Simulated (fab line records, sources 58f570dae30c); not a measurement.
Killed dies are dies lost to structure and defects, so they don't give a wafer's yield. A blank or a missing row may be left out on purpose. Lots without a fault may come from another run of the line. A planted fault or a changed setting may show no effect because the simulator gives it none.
Which tool did it? | flow berkeley_cmos170 | 7 lots, 21 wafers sampled, at 1 step of a route of 331

WHAT THE GAUGES READ, wafer by wafer
UCB170_M1_OVL_MEAS_10.
lot  | measured     | on         | M1_OVL (nm)
L957 | day 7 01:41  | overlay-02 | -6 2 -1
L960 | day 7 18:56  | overlay-01 | 1 -5 2
L959 | day 7 21:45  | overlay-01 | -5 -1 1
L961 | day 8 04:07  | overlay-01 | 5 -4 5
L965 | day 8 20:31  | overlay-01 | -3 6 2
L966 | day 9 01:01  | overlay-02 | -8 -7 -2
L977 | day 11 20:35 | overlay-01 | -5 -3 -1

WHICH TOOL RAN EACH LOT (tool, then ch and the chambers of the sampled wafers, then the start)
The record holds no process step before these readings.

THE ANSWER, worked out from the rows above alone
Rule: what is usual is taken from the lots themselves. Put in order of their means at a reading, lots are off if they are a third of the lots or fewer, leave a main group of 4 or more, and stand apart from it by a gap of 3 or more times the standard deviation of the main group's means; of several such gaps the widest counts. A main group whose means are all the same, to the digits that the tables above print for the reading, isn't used. A lot without any number at a reading at which 4 lots or more have one is off too. The other lots that the step has rows for count as sound.
No lot is off at any reading shown: from this, nothing can be told.

WHAT THE SIMULATOR HAD PUT IN
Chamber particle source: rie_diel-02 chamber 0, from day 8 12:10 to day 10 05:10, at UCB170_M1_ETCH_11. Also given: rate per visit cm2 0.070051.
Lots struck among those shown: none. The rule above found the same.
